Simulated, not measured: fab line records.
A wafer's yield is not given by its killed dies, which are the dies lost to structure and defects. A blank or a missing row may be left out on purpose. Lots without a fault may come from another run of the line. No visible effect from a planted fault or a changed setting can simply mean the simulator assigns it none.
Shared-tool check	flow berkeley cmos170	Sample size 14 lots and 42 wafers

WHAT PROMPTED THE OPENING
On 2 of the 14 lots, a flag is raised at UCB170_V2_CD_MEAS_12 on the reading cd nm. Wafers without a fault read 700.0 nm, standard deviation 1.4.
Rule: a lot is flagged in two cases, either no wafer of it has a number, or all its wafers with numbers fall more than 4 standard deviations from that mean. As for the other lots, they are considered sound.

lot	measured	on	cd nm (nm), wafer by wafer	flag
L972	day 7 15:43	cd sem-02	699.5 699.3 699.3	
L974	day 8 04:49	cd sem-02	699.2 700.6 699.7	
L976	day 8 09:31	cd sem-02	698.6 701.4 699.0	
L979	day 8 14:17	cd sem-02	698.3 698.6 698.6	
L973	day 8 21:58	cd sem-01	726.7 725.8 726.9	FLAGGED
L983	day 9 16:10	cd sem-02	701.7 700.4 701.6	
L984	day 10 06:58	cd sem-02	727.0 726.2 727.9	FLAGGED
L986	day 10 07:54	cd sem-02	702.2 701.5 704.1	
L985	day 10 08:54	cd sem-02	698.2 698.9 697.9	
L988	day 10 16:00	cd sem-02	697.6 696.4 699.7	
L992	day 11 08:53	cd sem-02	698.4 699.1 698.0	
L990	day 11 10:55	cd sem-02	700.4 702.1 700.3	
L993	day 11 15:52	cd sem-01	698.9 699.7 699.7	
L994	day 11 16:22	cd sem-01	700.4 701.4 701.2	
The mean of the flagged lots' numbers is 726.8 nm, +26.8 nm from the usual (+19 standard deviations).

WHICH TOOL RAN EACH LOT
Before the reading, the record contains 3 process steps out of a 331-step route. Read each cell as the tool, then ch plus the chambers that the sampled wafers visited, then the start.
lot	flag	UCB170_CONTACT_STRIP_19	UCB170_V1_CVD_00	UCB170_V2_SOFTBAKE_08
L972		plasma asher-01 ch 0,1, day 6 23:23	pecvd-02 ch 0,1,2, day 7 05:00	litho track-02 ch 0, day 7 14:44
L974		plasma asher-03 ch 0,1, day 7 13:26	pecvd-01 ch 1,2, day 7 20:32	litho track-04 ch 0, day 8 04:07
L976		plasma asher-04 ch 0,1, day 7 17:40	pecvd-02 ch 0,2, day 8 01:19	litho track-03 ch 0, day 8 08:58
L979		plasma asher-03 ch 0,1, day 8 00:25	pecvd-02 ch 0,2, day 8 05:31	litho track-02 ch 0, day 8 13:38
L973	FLAGGED	plasma asher-03 ch 0,1, day 8 07:08	pecvd-02 ch 0,1,2, day 8 14:20	litho track-02 ch 0, day 8 21:22
L983		plasma asher-04 ch 0,1, day 9 02:39	pecvd-02 ch 0,1,2, day 9 08:23	litho track-03 ch 0, day 9 15:17
L984	FLAGGED	plasma asher-04 ch 0, day 9 17:02	pecvd-03 ch 0,2, day 9 23:59	litho track-02 ch 0, day 10 06:25
L986		plasma asher-03 ch 0,1, day 9 17:01	pecvd-02 ch 0,1, day 9 23:59	litho track-03 ch 0, day 10 06:49
L985		plasma asher-01 ch 0,1, day 9 17:14	pecvd-01 ch 0,1, day 9 23:59	litho track-04 ch 0, day 10 08:08
L988		plasma asher-01 ch 0,1, day 10 00:37	pecvd-01 ch 1,2, day 10 07:59	litho track-03 ch 0, day 10 15:11
L992		plasma asher-04 ch 0,1, day 10 18:11	pecvd-01 ch 0,2, day 11 01:33	litho track-03 ch 0, day 11 08:02
L990		plasma asher-01 ch 0,1, day 10 19:13	pecvd-03 ch 0,1,2, day 11 01:43	litho track-03 ch 0, day 11 09:58
L993		plasma asher-04 ch 0,1, day 11 01:35	pecvd-02 ch 1,2, day 11 07:55	litho track-03 ch 0, day 11 15:10
L994		plasma asher-01 ch 0, day 11 01:50	pecvd-01 ch 1,2, day 11 07:55	litho track-04 ch 0, day 11 15:50
What these steps do:
- UCB170_CONTACT_STRIP_19: strips in O2.
- UCB170_V1_CVD_00: deposits SiO2 from TEOS/O2, target thk 2000 nm, time 250 s.
- UCB170_V2_SOFTBAKE_08: time 60 s.
- UCB170_V2_CD_MEAS_12: target cd 700 nm.

FLAGGED AGAINST TOTAL, ONE TOOL AT A TIME (gauges that did the reading follow at the end)
step	tool	lots run	flagged	share of the flagged lots	sound lots run after its first flagged lot
UCB170_CONTACT_STRIP_19	plasma asher-01	5	0	none	-
UCB170_CONTACT_STRIP_19	plasma asher-03	4	1	some	1 (L986)
UCB170_CONTACT_STRIP_19	plasma asher-04	5	1	some	2 (L992,L993)
UCB170_V1_CVD_00	pecvd-01	5	0	none	-
UCB170_V1_CVD_00	pecvd-02	7	1	some	3 (L983,L986,L993)
UCB170_V1_CVD_00	pecvd-03	2	1	some	1 (L990)
UCB170_V2_SOFTBAKE_08	litho track-02	4	2	all	0
UCB170_V2_SOFTBAKE_08	litho track-03	7	0	none	-
UCB170_V2_SOFTBAKE_08	litho track-04	3	0	none	-
UCB170_V2_CD_MEAS_12	cd sem-01	3	1	some	2 (L993,L994)
UCB170_V2_CD_MEAS_12	cd sem-02	11	1	some	5 (L986,L985,L988,L992,L990)

WHAT THE TABLE ALLOWS
1 row of the table ran every flagged lot: litho track-02 at UCB170_V2_SOFTBAKE_08.
- litho track-02 at UCB170_V2_SOFTBAKE_08 ran 4 lots, 2 of them flagged. A fault beginning between L979 (day 8 13:38), its last sound lot, and L973 (day 8 21:22), its first flagged one, fits the data. Its own readings (heater power total W, plate temp C) fall more than 4 standard deviations out on all wafers of the flagged lots.
Left over: one tool, litho track-02 at UCB170_V2_SOFTBAKE_08.

WHAT THE SIMULATOR HAD INSERTED
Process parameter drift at UCB170_V2_SOFTBAKE_08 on litho track-02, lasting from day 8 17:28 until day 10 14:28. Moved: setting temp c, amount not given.
Struck lots among those shown: L973, L984. The rule above found the same.
